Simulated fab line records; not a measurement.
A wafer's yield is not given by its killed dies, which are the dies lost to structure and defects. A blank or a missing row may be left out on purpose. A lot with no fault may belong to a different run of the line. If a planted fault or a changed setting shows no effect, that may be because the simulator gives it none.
fab line records	flow rit_cmos
[record] lots = 6	wafers = 18	last_day = 7
route steps=202 shown NSD@135 PSD@142 M1@202
lots with no fault: from the same line, run without faults
start_h: the number of hours between the record's first day and the start of the first shown wafer of the lot	wait_h: hours since the lot's step before	" repeats the value in the row above	L1.1+2: several wafers, shown together as one row	- no value present, or no start provided	* or withheld: withheld	< > ~ a bound
route shown NAME@n: names a module that has steps shown in the file, with the first one's number in the route	usual: the fault-free wafers' mean and standard deviation	same: alike in all rows	chamber/n: place in a boat	sites: the reading at each site	_std_site: their standard deviation	_edge_site: outer sites' mean less inner sites'	radius_mm: for every site, how far away it sits from the centre of the wafer	mask NAME#n: copy n	behind: the tool/chamber that last shaped the wafer	hold: reason for holding the lot/hours on hold/outcome of the hold	device: transistor that didn't switch, given as n, p or np	end of line: the route-end tests of the same wafers	a step given without rows: its recipe and nothing more	killed: dies lost to structure and defects at the first sort, not the wafer's yield	map: a wafer's dies, marking killed ones x, the rest . and places with no die _
set.NAME: the setting as run; set.NAME@STEP: as run at that earlier step	model.NAME: the simulator's own value behind a step, which no gauge read
lots seen at some steps along the route; tables by step, rows by wafer
services: a tool's chamber out of use, with start hour (start_h, from the record's first day; less than 0 if before it), hours out, and reason
[[steps]]
[step RIT_NSD_PEB_04]
[recipe] resist = NOVOLAK	temp_c = withheld	time_s = withheld
[step RIT_NSD_DEVELOP_05]
[recipe] resist = NOVOLAK	develop_time_s = 50	dev_temp_c = 23
[step RIT_NSD_OVL_MEAS_06]
[usual] NSD_OVL = 0.3/1.2
lot.wafer	tool	chamber	start_h	wait_h	NSD_OVL[nm]
L706.1	overlay-02	-	56.62	-	2.3
L706.4	"	-	"	"	0.5
L706.5	"	-	"	"	2.2
L716.4	overlay-01	-	107.56	-	-1.3
L716.5	"	-	"	"	-1.0
L716.6	"	-	"	"	-0.4
L717.3	overlay-02	-	112.15	-	-1.1
L717.4	"	-	"	"	-0.9
L717.5	"	-	"	"	-1.0
L719.1	overlay-02	-	121.76	-	0.6
L719.2	"	-	"	"	-0.6
L719.3	"	-	"	"	0.5
L726.2	overlay-01	-	156.55	-	1.0
L726.3	"	-	"	"	0.0
L726.5	"	-	"	"	0.3
L728.2	overlay-01	-	165.17	-	-1.4
L728.4	"	-	"	"	-0.6
L728.5	"	-	"	"	0.7
[step RIT_NSD_HARDBAKE_07]
[recipe] resist = NOVOLAK	temp_c = 140	time_s = 60
[step RIT_NSD_IMPLANT_08]
[recipe] species = P	energy_kev = 25	dose_cm2 = 1e+15	tilt_deg = 7
[step RIT_NSD_STRIP_09]
[recipe] chemistry = O2	time_s = 180	resist = NOVOLAK	platen_temp_c = withheld	power_w = 500	pressure_mtorr = 4000	o2_flow_sccm = 4000
[usual] drypump_motor_current_A = 5.84/0.17	rf_refl_power_W = 6.7/1.5
[same] time_s = 180
lot.wafer	tool	chamber	start_h	wait_h	drypump_motor_current_A	rf_hours_counter_h	rf_refl_power_W
L706.1	plasma_asher-03	0	56.95	0.1	5.70	41	9.9
L706.4	"	1	"	"	6.05	-	6.2
L706.5	"	1	"	"	6.07	-	6.2
L716.4	plasma_asher-01	0	108.10	0.1	6.07	-	5.1
L716.5	"	0	"	"	6.09	-	5.1
L716.6	"	1	"	"	5.68	-	5.8
L717.3	plasma_asher-02	1	112.53	0.1	5.86	-	6.0
L717.4	"	0	"	"	5.73	-	8.1
L717.5	"	0	"	"	5.74	-	8.1
L719.1	plasma_asher-01	1	122.09	0.1	5.56	0	5.8
L719.2	"	0	"	"	6.12	0	5.2
L719.3	"	0	"	"	6.11	-	5.4
L726.2	plasma_asher-03	1	156.88	0.1	6.05	52	6.1
L726.3	"	1	"	"	6.05	-	6.1
L726.5	"	0	"	"	5.69	-	10.1
L728.2	plasma_asher-01	0	165.50	0.1	6.10	5	5.2
L728.4	"	1	"	"	5.62	-	5.7
L728.5	"	0	"	"	6.08	-	4.9
[step RIT_NSD_TW_MEAS_10]
[usual] NSD_TW = 3106/27
lot.wafer	tool	chamber	start_h	wait_h	NSD_TW
L706.1	film_metro-03	-	57.13	0.1	3097
L706.4	"	-	"	"	3082
L706.5	"	-	"	"	3077
L716.4	film_metro-02	-	108.25	0.1	3112
L716.5	"	-	"	"	3105
L716.6	"	-	"	"	3136
L717.3	film_metro-03	-	112.67	0.1	3066
L717.4	"	-	"	"	3061
L717.5	"	-	"	"	3085
L719.1	film_metro-03	-	122.27	0.1	3061
L719.2	"	-	"	"	3051
L719.3	"	-	"	"	3059
L726.2	film_metro-02	-	157.06	0.1	3129
L726.3	"	-	"	"	3133
L726.5	"	-	"	"	3119
L728.2	film_metro-03	-	165.68	0.1	3079
L728.4	"	-	"	"	3064
L728.5	"	-	"	"	3074
[step RIT_PSD_HMDS_00]
[recipe] prime_time_s = 60	prime_temp_c = 141.1
[step RIT_PSD_COAT_01]
[recipe] resist = NOVOLAK	spin_rpm = 3250	resist_thk_nm = 1000
[step RIT_PSD_SOFTBAKE_02]
[recipe] resist = NOVOLAK	temp_c = 90	time_s = 60
[step RIT_PSD_EXPOSE_03]
[recipe] mask_id = M10	na = 0.57	target_cd_nm = 40900	dose_mj = 250
[step RIT_PSD_PEB_04]
[recipe] resist = NOVOLAK	temp_c = withheld	time_s = withheld
[step RIT_PSD_DEVELOP_05]
[recipe] resist = NOVOLAK	develop_time_s = 50	dev_temp_c = 23
[usual] developer_temp_C = 22.99/0.11
lot.wafer	tool	chamber	start_h	wait_h	developer_temp_C
L706.1	litho_track-02	0	57	-	22.77
L706.4	"	0	"	"	22.86
L706.5	"	0	"	"	22.92
L716.4	litho_track-02	0	109	-	22.04
L716.5	"	0	"	"	22.13
L716.6	"	0	"	"	22.03
L717.3	litho_track-02	0	113	-	22.04
L717.4	"	0	"	"	21.95
L717.5	"	0	"	"	22.03
L719.1	litho_track-01	0	123	-	23.11
L719.2	"	0	"	"	23.08
L719.3	"	0	"	"	23.06
L726.2	litho_track-03	0	157	-	22.98
L726.3	"	0	"	"	23.22
L726.5	"	0	"	"	22.96
L728.2	litho_track-01	0	166	-	23.07
L728.4	"	0	"	"	23.34
L728.5	"	0	"	"	23.09
[step RIT_PSD_OVL_MEAS_06]
[usual] PSD_OVL = 0.7/1.4
lot.wafer	tool	chamber	start_h	wait_h	PSD_OVL[nm]
L706.1	overlay-02	-	58.04	-	0.2
L706.4	"	-	"	"	2.3
L706.5	"	-	"	"	1.3
L716.4	overlay-01	-	109.15	-	-1.1
L716.5	"	-	"	"	0.0
L716.6	"	-	"	"	-1.2
L717.3	overlay-02	-	113.81	-	-1.2
L717.4	"	-	"	"	0.0
L717.5	"	-	"	"	1.1
L719.1	overlay-01	-	123.30	-	-0.7
L719.2	"	-	"	"	-0.1
L719.3	"	-	"	"	0.4
L726.2	overlay-02	-	157.97	-	1.8
L726.3	"	-	"	"	0.9
L726.5	"	-	"	"	1.4
L728.2	overlay-01	-	166.71	-	0.3
L728.4	"	-	"	"	1.2
L728.5	"	-	"	"	0.6
[step RIT_M1_PROBE_99]
[usual] killed_at_contacts = 0.1/0.31	killed_at_front_end = 8/3.1	killed_dies = 8/3.2	killed_open = 3.9/2.2	killed_short = 3.8/2.1
[same] gross_dies = 264	killed_at_M0_to_M3 = 0	killed_at_M4_up = 0	killed_at_back_side = 0	killed_at_other = 0
lot.wafer	tool	chamber	start_h	wait_h	killed_at_contacts	killed_at_front_end	killed_dies	killed_open	killed_short
L706.1	prober-01	-	66.49	0.1	0	3	3	2	1
L706.4	prober-01	-	66.64	0.2	0	2	2	1	1
L706.5	prober-01	-	66.69	0.2	0	9	9	4	5
L716.4	prober-01	-	117.67	0.2	0	9	9	4	5
L716.5	prober-01	-	117.72	0.2	0	6	6	1	5
L716.6	prober-01	-	117.77	0.2	0	6	6	3	3
L717.3	prober-02	-	122.51	0.2	0	9	9	4	5
L717.4	prober-02	-	122.56	0.2	0	6	6	4	2
L717.5	prober-02	-	122.61	0.2	1	13	14	6	8
L719.1	prober-02	-	132.02	0.1	0	13	13	6	7
L719.2	prober-02	-	132.07	0.1	0	9	9	3	6
L719.3	prober-02	-	132.12	0.2	0	14	14	9	5
L726.2	prober-01	-	166.31	0.1	0	9	9	6	3
L726.3	prober-01	-	166.36	0.2	0	7	7	5	2
L726.5	prober-01	-	166.46	0.2	0	9	9	6	3
L728.2	prober-01	-	175.42	0.1	0	1	1	0	1
L728.4	prober-01	-	175.52	0.2	0	6	6	6	0
L728.5	prober-01	-	175.57	0.2	0	2	2	1	1
// killed by level:class
L706.1 FOX1:geometric_particle:short=1 REOX:geometric_particle:open=1 SILICIDE:geometric_particle:open=1
L706.4 GATE:geometric_particle:open=1 GATE:geometric_particle:short=1
L706.5 GATE:geometric_particle:open=3 SILICIDE:geometric_particle:short=3 FOX1:geometric_particle:short=1 GATE:geometric_particle:short=1 SILICIDE:geometric_particle:open=1
L716.4 GATE:geometric_particle:short=2 REOX:geometric_particle:short=2 SILICIDE:geometric_particle:open=2 FOX1:geometric_particle:open=1 FOX1:geometric_particle:short=1 GATE:geometric_particle:open=1
L716.5 GATE:geometric_particle:short=3 FOX1:geometric_particle:short=1 FOX2:geometric_particle:short=1 GATE:geometric_particle:open=1
L716.6 FOX1:geometric_particle:open=2 FOX1:geometric_particle:short=1 GATE:geometric_particle:short=1 SPACER:geometric_particle:open=1 SPACER:geometric_particle:short=1
L717.3 SPACER:geometric_particle:short=4 GATE:geometric_particle:open=2 SILICIDE:geometric_particle:open=2 GATE:geometric_particle:short=1
L717.4 GATE:geometric_particle:open=2 REOX:geometric_particle:open=1 REOX:geometric_particle:short=1 SPACER:geometric_particle:short=1 SILICIDE:geometric_particle:open=1
L717.5 FOX2:geometric_particle:short=3 FOX2:geometric_particle:open=2 GATE:geometric_particle:short=2 GATE:geometric_particle:open=2 SILICIDE:geometric_particle:open=2 FOX1:geometric_particle:short=1 SPACER:geometric_particle:short=1 CONTACT:geometric_particle:short=1
L719.1 GATE:geometric_particle:short=4 FOX2:geometric_particle:short=3 FOX2:geometric_particle:open=3 SILICIDE:geometric_particle:open=2 GATE:geometric_particle:open=1
L719.2 GATE:geometric_particle:short=4 FOX1:geometric_particle:open=1 FOX2:geometric_particle:short=1 GATE:geometric_particle:open=1 REOX:geometric_particle:open=1 SILICIDE:geometric_particle:short=1
L719.3 FOX2:geometric_particle:open=3 GATE:geometric_particle:open=2 GATE:geometric_particle:short=2 REOX:geometric_particle:open=2 FOX1:geometric_particle:open=1 SPACER:geometric_particle:short=1 REOX:geometric_particle:short=1 SPACER:geometric_particle:open=1
L726.2 GATE:geometric_particle:short=2 REOX:geometric_particle:open=2 FOX1:geometric_particle:short=1 FOX1:geometric_particle:open=1 FOX2:geometric_particle:open=1 GATE:geometric_particle:open=1 SILICIDE:geometric_particle:open=1
L726.3 FOX1:geometric_particle:open=2 FOX2:geometric_particle:open=1 GATE:geometric_particle:open=1 SPACER:geometric_particle:short=1 SPACER:geometric_particle:open=1 SILICIDE:geometric_particle:short=1
L726.5 FOX2:geometric_particle:open=3 FOX2:geometric_particle:short=2 GATE:geometric_particle:open=2 GATE:geometric_particle:short=1 SPACER:geometric_particle:open=1
L728.2 FOX1:geometric_particle:short=1
L728.4 GATE:geometric_particle:open=2 FOX1:geometric_particle:open=1 FOX2:geometric_particle:open=1 REOX:geometric_particle:open=1 SPACER:geometric_particle:open=1
L728.5 GATE:geometric_particle:open=1 REOX:geometric_particle:short=1
[[services]]
tool	chamber	start_h	hours	kind
plasma_asher-01	-	55.06	1.2	repair
plasma_asher-02	-	72.75	2.8	pm
plasma_asher-01	-	108.90	9.0	pm
plasma_asher-01	0	108.90	9.0	vent_cycle
plasma_asher-01	1	108.90	9.0	vent_cycle
plasma_asher-01	0	117.90	-	clean
plasma_asher-01	1	117.90	-	clean
[[key]]
[first_sign] step = RIT_PSD_DEVELOP_05	reading = developer_temp_C	direction = down	sigmas = 9	usual = *	struck = *
effect none on later readings
met_at RIT_PSD_DEVELOP_05
struck_wafers L716.4,L716.5,L716.6,L717.3,L717.4,L717.5
tester_left_out L716,L717
onset_between 57 109
[fault] kind = process_parameter_drift	tool = litho_track-02	chamber = -	onset_h = 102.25	steps = RIT_PSD_DEVELOP_05	channel = dev_temp_c	offset = *	shape = step	end_h = 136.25	acts_in = *	stated = *
// tester_left_out: of these lots the tester's yield and bins aren't shown, on N5 and GAA mostly nor the transistor test; their killed dies are dies lost to structure and defects alone, not to doping, threshold or leakage, so they don't give the yield
